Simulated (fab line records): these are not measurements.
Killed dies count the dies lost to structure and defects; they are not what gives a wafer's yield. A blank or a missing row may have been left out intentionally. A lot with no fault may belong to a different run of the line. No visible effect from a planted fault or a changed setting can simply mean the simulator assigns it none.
Which tool did it?    flow berkeley_cmos170    Sampling: 15 lots, 45 wafers, 5 of 331 route steps

## WHAT THE GAUGES READ, wafer by wafer
UCB170_START_BOW_MEAS_00.
lot   measured     on             INCOMING_BOW (um)
L477  day 1 15:04  film_metro-03  1 0 3
L478  day 1 20:01  film_metro-03  11 -7 14
L479  day 2 01:00  film_metro-02  0 4 -7
L481  day 2 11:00  film_metro-01  4 -3 -6
L482  day 2 16:00  film_metro-01  -12 5 0
L484  day 3 02:01  film_metro-03  -15 6 4
L486  day 3 12:12  film_metro-02  -1 10 2
L488  day 3 22:00  film_metro-02  7 -15 8
L491  day 4 13:00  film_metro-01  -3 3 -9
L492  day 4 18:05  film_metro-02  -1 7 2
L493  day 4 23:00  film_metro-03  -4 11 1
L496  day 5 14:00  film_metro-01  -3 14 -2
L497  day 5 19:00  film_metro-01  1 8 -8
L498  day 6 00:04  film_metro-03  -2 3 -1
L499  day 6 05:00  film_metro-03  3 -8 12

UCB170_PLDD_TW_MEAS_11.
lot   measured      on             PLDD_TW
L477  day 6 23:02   film_metro-02  1009 1011 1013
L478  day 6 22:48   film_metro-03  1007 1004 1011
L479  day 7 05:16   film_metro-02  1003 1006 1002
L481  day 8 02:10   film_metro-03  1012 1014 1010
L482  day 8 10:06   film_metro-02  1017 1010 1005
L484  day 8 09:43   film_metro-03  1007 1011 1010
L486  day 10 01:04  film_metro-01  1002 1001 1004
L488  day 10 03:19  film_metro-03  1151 1147 1142
L491  day 10 14:26  film_metro-03  1015 1009 1004
L492  day 10 23:20  film_metro-03  1148 1147 1146
L493  day 10 23:33  film_metro-01  1140 1130 1139
L496  day 11 15:44  film_metro-01  1006 1004 1003
L497  day 12 05:29  film_metro-01  998 994 1003
L498  day 12 05:16  film_metro-02  1017 1016 1018
L499  day 12 04:59  film_metro-01  997 1000 1001

UCB170_SDANNEAL_RS_MEAS_04: uses a four-point probe to measure.
lot   measured      on             PLDD_RS (ohm/sq)
L477  day 7 13:23   film_metro-02  1030.3 1030.0 1028.9
L478  day 7 12:49   film_metro-02  1031.9 1031.2 1031.1
L479  day 8 00:29   film_metro-01  1031.8 1028.4 1028.5
L481  day 8 15:14   film_metro-03  1026.9 1032.4 1030.6
L482  day 9 05:31   film_metro-03  1030.6 1029.8 1030.2
L484  day 9 05:14   film_metro-01  1029.2 1025.5 1027.1
L486  day 10 13:31  film_metro-02  1034.7 1033.5 1032.0
L488  day 10 13:40  film_metro-03  756.7 755.4 756.3
L491  day 11 06:21  film_metro-02  1031.1 1031.0 1033.3
L492  day 11 16:01  film_metro-02  755.0 757.4 757.7
L493  day 11 17:14  film_metro-01  756.8 756.2 753.6
L496  day 12 03:34  film_metro-01  1026.7 1025.8 1027.9
L497  day 12 23:51  film_metro-01  1027.1 1027.5 1028.1
L498  day 12 23:56  film_metro-02  1030.2 1029.8 1028.9
L499  day 13 00:20  film_metro-01  1036.9 1034.9 1034.6

## EACH LOT AND THE TOOL THAT RAN IT (in order: tool; ch and the chambers of the sampled wafers; start)
lot   UCB170_PLDD_IMPLANT_09           UCB170_NSD_STRIP_09
L477  implanter-03 ch 0, day 6 22:50   plasma_asher-02 ch 0,1, day 7 11:43
L478  implanter-01 ch 0, day 6 22:34   plasma_asher-02 ch 0,1, day 7 11:23
L479  implanter-02 ch 0, day 7 05:01   plasma_asher-03 ch 0,1, day 7 19:47
L481  implanter-01 ch 0, day 8 01:55   plasma_asher-02 ch 0,1, day 8 13:43
L482  implanter-01 ch 0, day 8 09:51   plasma_asher-04 ch 0,1, day 9 04:05
L484  implanter-01 ch 0, day 8 09:29   plasma_asher-03 ch 0,1, day 9 03:46
L486  implanter-02 ch 0, day 10 00:51  plasma_asher-03 ch 0,1, day 10 12:00
L488  implanter-03 ch 0, day 10 02:44  plasma_asher-02 ch 0,1, day 10 12:14
L491  implanter-03 ch 0, day 10 14:11  plasma_asher-03 ch 0,1, day 11 02:59
L492  implanter-02 ch 0, day 10 22:43  plasma_asher-02 ch 0,1, day 11 14:23
L493  implanter-01 ch 0, day 10 22:59  plasma_asher-02 ch 0,1, day 11 15:02
L496  implanter-01 ch 0, day 11 15:29  plasma_asher-02 ch 0,1, day 12 01:53
L497  implanter-02 ch 0, day 12 05:14  plasma_asher-03 ch 0,1, day 12 22:16
L498  implanter-01 ch 0, day 12 05:03  plasma_asher-02 ch 0,1, day 12 22:07
L499  implanter-02 ch 0, day 12 04:44  plasma_asher-04 ch 0,1, day 12 22:20
- UCB170_PLDD_IMPLANT_09
- UCB170_NSD_STRIP_09: strips in O2.

## AS READ BY THE TOOLS THEMSELVES (means over the sampled wafers that have a number; for cases with no such wafer, the mark the record gives instead)
UCB170_PLDD_IMPLANT_09.
lot   tool          beam_on_s (s)
L477  implanter-03  10.07
L478  implanter-01  10.01
L479  implanter-02  10.09
L481  implanter-01  9.83
L482  implanter-01  10.01
L484  implanter-01  9.84
L486  implanter-02  9.96
L488  implanter-03  10.12
L491  implanter-03  10.04
L492  implanter-02  9.91
L493  implanter-01  9.91
L496  implanter-01  9.88
L497  implanter-02  10.01
L498  implanter-01  9.91
L499  implanter-02  9.93

UCB170_NSD_STRIP_09.
lot   tool             drypump_motor_current_A (A)  oes_product_au (a.u.)  strip_time_to_endpoint_s (s)
L477  plasma_asher-02  5.7                          0.531                  35.90
L478  plasma_asher-02  5.7                          0.532                  35.82
L479  plasma_asher-03  5.4                          0.533                  35.86
L481  plasma_asher-02  5.7                          0.535                  35.74
L482  plasma_asher-04  5.9                          0.532                  35.83
L484  plasma_asher-03  5.7                          0.534                  35.88
L486  plasma_asher-03  5.7                          0.531                  35.82
L488  plasma_asher-02  6.0                          0.531                  35.87
L491  plasma_asher-03  5.5                          0.534                  35.84
L492  plasma_asher-02  6.0                          0.534                  35.84
L493  plasma_asher-02  5.7                          0.535                  35.79
L496  plasma_asher-02  6.0                          0.535                  35.87
L497  plasma_asher-03  5.4                          0.534                  35.88
L498  plasma_asher-02  5.7                          0.531                  35.81
L499  plasma_asher-04  5.9                          0.534                  35.85

## THE ANSWER, worked out from the rows above alone
Rule: the usual values come from the lots themselves. Put in order of their means at a reading, lots are off if they are a third of the lots or fewer, leave a main group of 4 or more, and stand apart from it by a gap of 3 or more times the standard deviation of the main group's means; of several such gaps the widest counts. A main group whose means are all the same, to the digits that the tables above print for the reading, isn't used. A lot without any number at a reading at which 4 lots or more have one is off too. The other lots that the step has rows for count as sound. Order of review: gauges by route order, followed by the tools' own readings, for which a lot's mean as printed above is used. The first step at which some lot is off is used, and at that step the reading that is off furthest; a lot without a number counts as furthest.
Off: at UCB170_PLDD_TW_MEAS_11 (PLDD_TW), L488, L492, L493. The main group: mean 1007, standard deviation 5.3.
A tool fits if, at a process step before that reading, it ran every lot that is off, and no sound lot after the first of them. Gauges at UCB170_PLDD_TW_MEAS_11: tried the same way as those tools. None of those tried fits.

## WHAT WAS PUT IN BY THE SIMULATOR
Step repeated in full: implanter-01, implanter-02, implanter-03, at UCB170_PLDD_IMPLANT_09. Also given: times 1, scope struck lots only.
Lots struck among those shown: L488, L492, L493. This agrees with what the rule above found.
